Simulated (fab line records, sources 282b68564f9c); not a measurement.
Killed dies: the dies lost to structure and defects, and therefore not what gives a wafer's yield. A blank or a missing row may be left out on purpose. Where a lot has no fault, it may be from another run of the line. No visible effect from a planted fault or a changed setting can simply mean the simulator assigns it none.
What tool caused it? ; flow rit-cmos ; Sampling: 13 lots, 39 wafers, 3 of 202 route steps

WHAT THE GAUGES READ, wafer by wafer
RIT_M1_RS_MEAS_01: measures by four-point-probe. Usual: M1_AL_RS gives 0.0737 ohm/sq (standard deviation 0.00093).
lot;measured;on;M1_AL_RS (ohm/sq);flag
L626;day 3 08:13;film-metro-03;0.0727 0.0744 0.0726;
L627;day 3 10:17;film-metro-01;0.0736 0.0738 0.0730;
L628;day 3 14:25;film-metro-03;0.0737 0.0731 0.0752;
L630;day 4 00:32;film-metro-02;0.0742 0.0733 0.0732;
L631;day 4 08:08;film-metro-03;0.0740 0.0730 0.0742;
L632;day 4 11:23;film-metro-02;0.0741 0.0741 0.0740;
L633;day 4 17:23;film-metro-03;0.0734 0.0731 0.0736;
L635;day 5 01:39;film-metro-03;0.0752 0.0746 0.0753;
L636;day 5 07:36;film-metro-02;0.0724 0.0732 0.0723;
L637;day 5 18:08;film-metro-01;0.0742 0.0731 0.0728;
L638;day 5 20:41;film-metro-01;0.0733 0.0740 0.0745;
L642;day 6 14:15;film-metro-02;0.0563 0.0729 0.0727;OFF
L643;day 6 19:17;film-metro-03;0.0747 0.0748 0.0727;

RIT_M1_THK_MEAS_02: measures by xrf. Usual: M1_AL_THK gives 399 nm (standard deviation 5.2).
lot;measured;on;M1_AL_THK (nm);flag
L626;day 3 08:19;film-metro-03;407 398 407;
L627;day 3 10:24;film-metro-01;399 399 401;
L628;day 3 14:31;film-metro-03;402 405 394;
L630;day 4 00:38;film-metro-02;395 399 402;
L631;day 4 08:15;film-metro-03;402 407 399;
L632;day 4 11:30;film-metro-02;394 393 399;
L633;day 4 17:31;film-metro-03;405 404 402;
L635;day 5 01:46;film-metro-03;393 398 396;
L636;day 5 07:43;film-metro-02;402 395 401;
L637;day 5 18:15;film-metro-01;396 403 405;
L638;day 5 20:49;film-metro-01;403 400 396;
L642;day 6 14:22;film-metro-02;515 401 402;OFF
L643;day 6 19:23;film-metro-03;394 392 404;

WHICH TOOL RAN EACH LOT (tool, then ch and the chambers of the sampled wafers, then the start)
lot;RIT_M1_SPUTTER_00
L626;pvd-sputter-03, day 3 07:53
L627;pvd-sputter-04, day 3 09:59
L628;pvd-sputter-03, day 3 14:04
L630;pvd-sputter-03, day 4 00:13
L631;pvd-sputter-04, day 4 07:50
L632;pvd-sputter-03, day 4 11:04
L633;pvd-sputter-04, day 4 17:05
L635;pvd-sputter-04, day 5 01:22
L636;pvd-sputter-03, day 5 07:17
L637;pvd-sputter-03, day 5 17:50
L638;pvd-sputter-02, day 5 20:24
L642;pvd-sputter-03, day 6 13:56
L643;pvd-sputter-04, day 6 18:56
- RIT_M1_SPUTTER_00: material Al, target thk 400 nm, time 500 s.

AS READ BY THE TOOLS THEMSELVES (means over the sampled wafers that have a number; for cases with no such wafer, the mark the record gives instead)
RIT_M1_SPUTTER_00. Usual: substrate-temp-c 24.99 C, standard deviation 0.1; throttle-valve-pct 30.3 %, standard deviation 0.96.
lot;tool;substrate-temp-c (C);throttle-valve-pct (%);flag
L626;pvd-sputter-03;24.96;30.9;
L627;pvd-sputter-04;24.98;30.0;
L628;pvd-sputter-03;24.93;31.0;
L630;pvd-sputter-03;24.99;31.2;
L631;pvd-sputter-04;24.92;30.0;
L632;pvd-sputter-03;25.06;30.1;
L633;pvd-sputter-04;24.99;30.3;
L635;pvd-sputter-04;24.95;30.0;
L636;pvd-sputter-03;24.96;31.6;
L637;pvd-sputter-03;25.04;31.9;
L638;pvd-sputter-02;24.97;29.4;
L642;pvd-sputter-03;25.08;30.3;
L643;pvd-sputter-04;24.98;29.8;

THE ANSWER, worked out from the rows above alone
Rule: lot off if the mean of its wafers having a number is beyond 3 standard deviations from the usual mean. A lot without any number at a reading at which 4 lots or more have one is off too. Any other lot the step has rows for is counted as sound. The gauges are gone through in route order, then the tools' own readings, and for those a lot's mean is taken as printed above. At the first step where some lot is off, the reading lying furthest off is the one used; lots without a number count as furthest.
Off: at RIT_M1_RS_MEAS_01 (M1_AL_RS), L642.
If a tool, at a process step before that reading, ran all the lots that are off and no sound lot after the first of them, it fits. Those tools and the gauges at RIT_M1_RS_MEAS_01 are tried in the same way. Can't be told from this: 2 tools fit, pvd-sputter-03 at RIT_M1_SPUTTER_00, film-metro-02 at RIT_M1_RS_MEAS_01.

WHAT WAS PUT IN BY THE SIMULATOR
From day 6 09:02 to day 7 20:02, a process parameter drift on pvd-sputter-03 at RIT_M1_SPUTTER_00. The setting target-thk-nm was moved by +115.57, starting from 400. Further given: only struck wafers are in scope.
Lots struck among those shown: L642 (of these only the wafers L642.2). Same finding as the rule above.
